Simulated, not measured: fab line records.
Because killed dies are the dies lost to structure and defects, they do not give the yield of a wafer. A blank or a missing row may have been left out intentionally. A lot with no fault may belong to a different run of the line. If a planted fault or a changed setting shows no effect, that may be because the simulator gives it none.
Struck lot and sound lot, side by side	flow rit cmos	41 steps out of a route of 202
Sound: these wafers, L419.1, L419.4, L419.5. Wafers L416.1, L416.4, L416.5 were the ones struck. The cause comes at the end.
Order at every step that has rows: each side's tool, ch and its chambers, its first start. Under that, the readings that differ: sound wafers	struck wafers	difference of the means	sigmas: that difference in standard deviations of wafers without a fault.
alike: a reading whose means differ by less than 2 such deviations, as well as words and numbers matching on both sides. not compared: withheld readings; readings where some wafer has no value; bounds like >300 that might hide an equal value; numbers whose values overlap and for which the record gives no deviation.
The two part at a step that has a row with sigmas, a row that says differs or no value, or rows on one side only. When numbers do not overlap yet have no deviation, they are printed without sigmas and do not part them. Lack of a reading on every wafer of one side parts them only where that side has two or more wafers.

first, 6 steps without rows for these wafers: RIT_NLDD_HMDS_00 (prime time 60 s); RIT_NLDD_COAT_01 (resist thk 1000 nm); RIT_NLDD_SOFTBAKE_02 (time 60 s); RIT_NLDD_EXPOSE_03 (exposes mask M7, target cd 40700 nm); RIT_NLDD_PEB_04; RIT_NLDD_DEVELOP_05 (develop time 50 s).
RIT_NLDD_OVL_MEAS_06:
  sound on overlay-01, day 7 08:43; struck on overlay-01, day 6 18:17
  alike: NLDD_OVL
then, 2 steps without rows for these wafers: RIT_NLDD_HARDBAKE_07 (time 60 s); RIT_NLDD_IMPLANT_08.
RIT_NLDD_STRIP_09: strips in O2, time 180 s.
  sound on plasma asher-03 ch 0,1, day 7 09:04; struck on plasma asher-02 ch 1, day 6 18:37
reading	sound	struck	difference	sigmas
drypump motor current A (A)	6.3 6.8 6.8	5.8 5.8 5.8	-0.8	-2
  alike: o2 flow sccm
  not compared: rf hours counter h
RIT_NLDD_TW_MEAS_10:
  sound on film metro-01, day 7 09:14; struck on film metro-01, day 6 18:48
  alike: NLDD_TW
then, 1 step without rows for these wafers: RIT_PLDD_HMDS_00 (prime time 60 s).
RIT_PLDD_COAT_01: resist thk 1000 nm.
  struck on litho track-03, day 6 19:01; sound on litho track-03 ch 0, day 7 09:26
  no value came back on the struck wafers for chill plate temp C (C), dispense pressure kPa (kPa), exhaust pa (Pa); on the sound wafers chill plate temp C (C) reads 23.15 23.19 22.97
then, 4 steps without rows for these wafers: RIT_PLDD_SOFTBAKE_02 (time 60 s); RIT_PLDD_EXPOSE_03 (exposes mask M8, target cd 40900 nm); RIT_PLDD_PEB_04; RIT_PLDD_DEVELOP_05 (develop time 50 s).
RIT_PLDD_OVL_MEAS_06:
  sound on overlay-02, day 7 10:08; struck on overlay-02, day 6 19:50
reading	sound	struck	difference	sigmas
PLDD_OVL (nm)	-0.6 -1.5 -1.1	- - -	no value on the struck wafers	
then, 2 steps without rows for these wafers: RIT_PLDD_HARDBAKE_07 (time 60 s); RIT_PLDD_IMPLANT_08.
RIT_PLDD_STRIP_09: strips in O2, time 180 s.
  sound on plasma asher-03 ch 0,1, day 7 10:29; struck on plasma asher-02 ch 0,1, day 6 20:10
reading	sound	struck	difference	sigmas
drypump motor current A (A)	6.8 6.3 6.3	5.6 5.6 5.8	-0.8	-2
  alike: o2 flow sccm
  not compared: rf hours counter h
RIT_PLDD_TW_MEAS_10:
  sound on film metro-01, day 7 10:39; struck on film metro-01, day 6 20:21
  alike: PLDD_TW
then, 4 steps without rows for these wafers: RIT_SPACER_CLEAN_00 (cleans in SC1, time 600 s); RIT_SPACER_CLEAN_01 (cleans in dHF, time 30 s); RIT_SPACER_CLEAN_02 (cleans in SC2, time 600 s); RIT_SPACER_CVD_03 (deposits Si3N4 from SiH2Cl2/NH3, target thk 250 nm, time 3300 s).
RIT_SPACER_THK_MEAS_04:
  sound on film metro-03, day 7 13:00; struck on film metro-04, day 6 22:42
  alike: SPACER_NITRIDE_THK
RIT_SPACER_ETCHBACK_05: etches Si3N4 in SF6/CHF3, stops on SiO2, target depth 250 nm, time 240 s.
  sound on rie diel-01 ch 1,3, day 7 13:04; struck on rie diel-04 ch 0,1,3, day 6 22:46
  alike: SF6_flow_sccm, drypump motor current A, oes product au, throttle valve pct
  not compared: rf hours counter h
then, 6 steps without rows for these wafers: RIT_NSD_HMDS_00 (prime time 60 s); RIT_NSD_COAT_01 (resist thk 1000 nm); RIT_NSD_SOFTBAKE_02 (time 60 s); RIT_NSD_EXPOSE_03 (exposes mask M9, target cd 40700 nm); RIT_NSD_PEB_04; RIT_NSD_DEVELOP_05 (develop time 50 s).
RIT_NSD_OVL_MEAS_06:
  sound on overlay-02, day 7 14:11; struck on overlay-01, day 6 23:53
  alike: NSD_OVL
then, 2 steps without rows for these wafers: RIT_NSD_HARDBAKE_07 (time 60 s); RIT_NSD_IMPLANT_08.
RIT_NSD_STRIP_09: strips in O2, time 180 s.
  sound on plasma asher-04 ch 0,1, day 7 14:32; struck on plasma asher-03 ch 0,1, day 7 00:14
  alike: drypump motor current A, o2 flow sccm
  not compared: rf hours counter h
RIT_NSD_TW_MEAS_10:
  sound on film metro-04, day 7 14:42; struck on film metro-03, day 7 00:24
reading	sound	struck	difference	sigmas
NSD_TW	3101 3105 3124	3260 3285 3266	+160	+10
then, 1 step without rows for these wafers: RIT_PSD_HMDS_00 (prime time 60 s).
RIT_M1_PROBE_99:
  the record has rows for the struck wafers here (prober-01, day 7 10:06) and none for the sound ones

WHERE THEY PART
At RIT_NLDD_STRIP_09 first; at RIT_M1_PROBE_99 last (within this record only).

WHY: what the simulator had put in
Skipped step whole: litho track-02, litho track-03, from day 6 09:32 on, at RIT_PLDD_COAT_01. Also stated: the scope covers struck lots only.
